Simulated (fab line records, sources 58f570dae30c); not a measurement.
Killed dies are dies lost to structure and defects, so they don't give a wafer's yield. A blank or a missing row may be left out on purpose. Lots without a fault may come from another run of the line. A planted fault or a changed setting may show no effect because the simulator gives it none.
Split-lot experiment | flow berkeley_cmos170 | 5 lots, 23 wafers read, on a route of 331 steps

THE SPLIT
At UCB170_NWELL_CVD_04 (deposits Si3N4 from SiH2Cl2/NH3, target thk 224 nm, time 3360 s), the setting sih2cl2_flow_sccm was moved away from the recipe's 25 sccm on 20 of the 23 wafers read, by -7.2% to +13.7%. The other wafers ran this setting at the recipe's value.

The reading is taken at the split's own step.

THE READING
Si3N4_of_NWELL_CVD_04.thk_nm (the simulator's own value, which no gauge read), in nm, at UCB170_NWELL_CVD_04 (deposits Si3N4 from SiH2Cl2/NH3, target thk 224 nm, time 3360 s). The file gives no usual value for it. The 3 wafers here that ran the recipe average 226.0 nm, standard deviation 0.71 nm.

wafer  | tool, chamber at the split | sih2cl2_flow_sccm as run, sccm | against the recipe | Si3N4_of_NWELL_CVD_04.thk_nm, nm | against lot-mates on the recipe
L074.1 | -, -                       | 23.19                          | -7.2%              | 218.6                            | no lot-mate on the recipe
L074.2 | -, -                       | 23.19                          | -7.2%              | 218.1                            | no lot-mate on the recipe
L074.3 | -, -                       | 23.19                          | -7.2%              | 217.2                            | no lot-mate on the recipe
L074.4 | -, -                       | 23.19                          | -7.2%              | 215.8                            | no lot-mate on the recipe
L074.6 | -, -                       | 23.19                          | -7.2%              | 216.9                            | no lot-mate on the recipe
L075.1 | -, -                       | 27.84                          | +11.4%             | 231.4                            | no lot-mate on the recipe
L075.2 | -, -                       | 27.84                          | +11.4%             | 229.4                            | no lot-mate on the recipe
L075.3 | -, -                       | 27.84                          | +11.4%             | 230.4                            | no lot-mate on the recipe
L075.4 | -, -                       | 27.84                          | +11.4%             | 231                              | no lot-mate on the recipe
L075.6 | -, -                       | 27.84                          | +11.4%             | 232.1                            | no lot-mate on the recipe
L077.1 | -, -                       | 26.75                          | +7.0%              | 226.8                            | no lot-mate on the recipe
L077.3 | -, -                       | 26.75                          | +7.0%              | 226.8                            | no lot-mate on the recipe
L077.2 | -, -                       | 26.75                          | +7.0%              | 227.3                            | no lot-mate on the recipe
L077.4 | -, -                       | 26.75                          | +7.0%              | 229                              | no lot-mate on the recipe
L077.6 | -, -                       | 26.75                          | +7.0%              | 228                              | no lot-mate on the recipe
L084.1 | -, -                       | 28.42                          | +13.7%             | 236.7                            | no lot-mate on the recipe
L084.2 | -, -                       | 28.42                          | +13.7%             | 237.9                            | no lot-mate on the recipe
L084.3 | -, -                       | 28.42                          | +13.7%             | 237.6                            | no lot-mate on the recipe
L084.4 | -, -                       | 28.42                          | +13.7%             | 236.5                            | no lot-mate on the recipe
L084.5 | -, -                       | 28.42                          | +13.7%             | 238.1                            | no lot-mate on the recipe
L085.4 | lpcvd-01, 0                | 25                             | recipe             | 225.8                            | -
L085.5 | lpcvd-01, 0                | 25                             | recipe             | 225.3                            | -
L085.6 | lpcvd-01, 0                | 25                             | recipe             | 227                              | -

THE FIT
A straight line over all 23 wafers: Si3N4_of_NWELL_CVD_04.thk_nm changes by +0.829 nm for each +1% of sih2cl2_flow_sccm; r = +0.95; the points scatter about the line by 2.2 nm.
Too few moved wafers have a lot-mate on the recipe to fit a line with each lot's own level taken away.

THE FILE'S OWN FIT
Si3N4_of_NWELL_CVD_04.thk_nm changes by +0.828 nm for each +1% of sih2cl2_flow_sccm, r = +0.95.
